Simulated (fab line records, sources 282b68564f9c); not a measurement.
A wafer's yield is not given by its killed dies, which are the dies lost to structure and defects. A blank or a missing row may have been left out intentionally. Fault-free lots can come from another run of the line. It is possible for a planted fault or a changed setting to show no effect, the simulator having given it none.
Which tool did it?	flow rit cmos	14 lots, 42 wafers sampled, at 2 steps of a route of 202

== WHAT EACH GAUGE READ, for each wafer ==
RIT_M1_CD_MEAS_09: target cd 2600 nm. Usual: cd nm 2599.8 nm, standard deviation 2.1.
lot	measured	on	cd nm (nm)	flag
L792	day 3 16:46	cd sem-01	2598.2 2598.5 2597.6	
L794	day 4 01:23	cd sem-01	2600.9 2597.5 2597.9	
L796	day 4 14:00	cd sem-01	2601.1 2600.0 2598.0	
L797	day 4 18:40	cd sem-01	2601.0 2600.2 2599.7	
L798	day 4 22:46	cd sem-01	2597.8 2599.9 2599.3	
L799	day 5 06:17	cd sem-01	2599.6 2602.0 2597.4	
L803	day 5 19:14	cd sem-01	2602.8 2603.5 2602.3	
L804	day 6 01:31	cd sem-02	2598.8 2600.1 2600.1	
L805	day 6 04:51	cd sem-02	2598.7 2599.9 2601.6	
L806	day 6 10:17	cd sem-01	2601.1 2600.6 2600.3	
L808	day 6 19:43	cd sem-01	2582.4 2581.8 2585.7	OFF
L809	day 6 20:52	cd sem-01	2582.4 2584.3 2584.2	OFF
L810	day 7 12:31	cd sem-01	2599.8 2598.9 2599.6	
L815	day 8 17:01	cd sem-02	2600.8 2600.2 2599.6	

== WHAT TOOL EACH LOT RAN ON (gives the tool, then ch and the chambers of the sampled wafers, and finally the start) ==
lot	RIT_M1_COAT_04
L792	litho track-01 ch 0, day 3 15:55
L794	litho track-03 ch 0, day 4 00:40
L796	litho track-03 ch 0, day 4 13:08
L797	litho track-01 ch 0, day 4 17:48
L798	litho track-03 ch 0, day 4 21:57
L799	litho track-01 ch 0, day 5 05:14
L803	litho track-01 ch 0, day 5 18:31
L804	litho track-03 ch 0, day 6 00:47
L805	litho track-04 ch 0, day 6 04:07
L806	litho track-01 ch 0, day 6 09:25
L808	litho track-01 ch 0, day 6 18:53
L809	litho track-01 ch 0, day 6 20:10
L810	litho track-04 ch 0, day 7 11:40
L815	litho track-03 ch 0, day 8 15:50
- RIT_M1_COAT_04: resist thk 1300 nm.

== WHAT THE TOOLS THEMSELVES READ (means of the sampled wafers that have a number; where no wafer has one, the mark that the record gives instead) ==
RIT_M1_COAT_04. Usual: chill plate temp C 23.01 C, standard deviation 0.11.
lot	tool	chill plate temp C (C)	flag
L792	litho track-01	23.01	
L794	litho track-03	23.04	
L796	litho track-03	23.02	
L797	litho track-01	23.00	
L798	litho track-03	23.01	
L799	litho track-01	22.87	
L803	litho track-01	23.08	
L804	litho track-03	22.84	
L805	litho track-04	23.15	
L806	litho track-01	22.99	
L808	litho track-01	23.07	
L809	litho track-01	22.93	
L810	litho track-04	22.99	
L815	litho track-03	22.96	

== THE ANSWER, worked out from the rows above alone ==
Rule: a lot is off if the mean of its wafers that have a number lies more than 3 standard deviations from the usual mean. A lot without any number at a reading at which 4 lots or more have one is off too. Where the step has rows for the other lots, those lots are counted as sound. After the gauges, taken in route order, come the tools' own readings; for these a lot's mean is taken, as printed above. At the first step where some lot is off, the reading lying furthest off is the one used; lots without a number count as furthest.
Off at RIT_M1_CD_MEAS_09 (cd nm): L808, L809.
A tool fits if, at a process step before that reading, it ran every lot that is off, and no sound lot after the first of them. Gauges at RIT_M1_CD_MEAS_09: tried the same way as those tools. One candidate fits, namely litho track-01 at RIT_M1_COAT_04. Its last sound lot is L806 (day 6 09:25), its first lot that is off L808 (day 6 18:53): a fault that began between those two fits.

== WHAT HAD BEEN PUT IN BY THE SIMULATOR ==
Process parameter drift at RIT_M1_COAT_04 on litho track-01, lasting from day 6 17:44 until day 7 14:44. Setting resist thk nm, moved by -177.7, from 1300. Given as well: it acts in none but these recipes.
Shown lots that were struck: L808, L809. This agrees with what the rule above found.
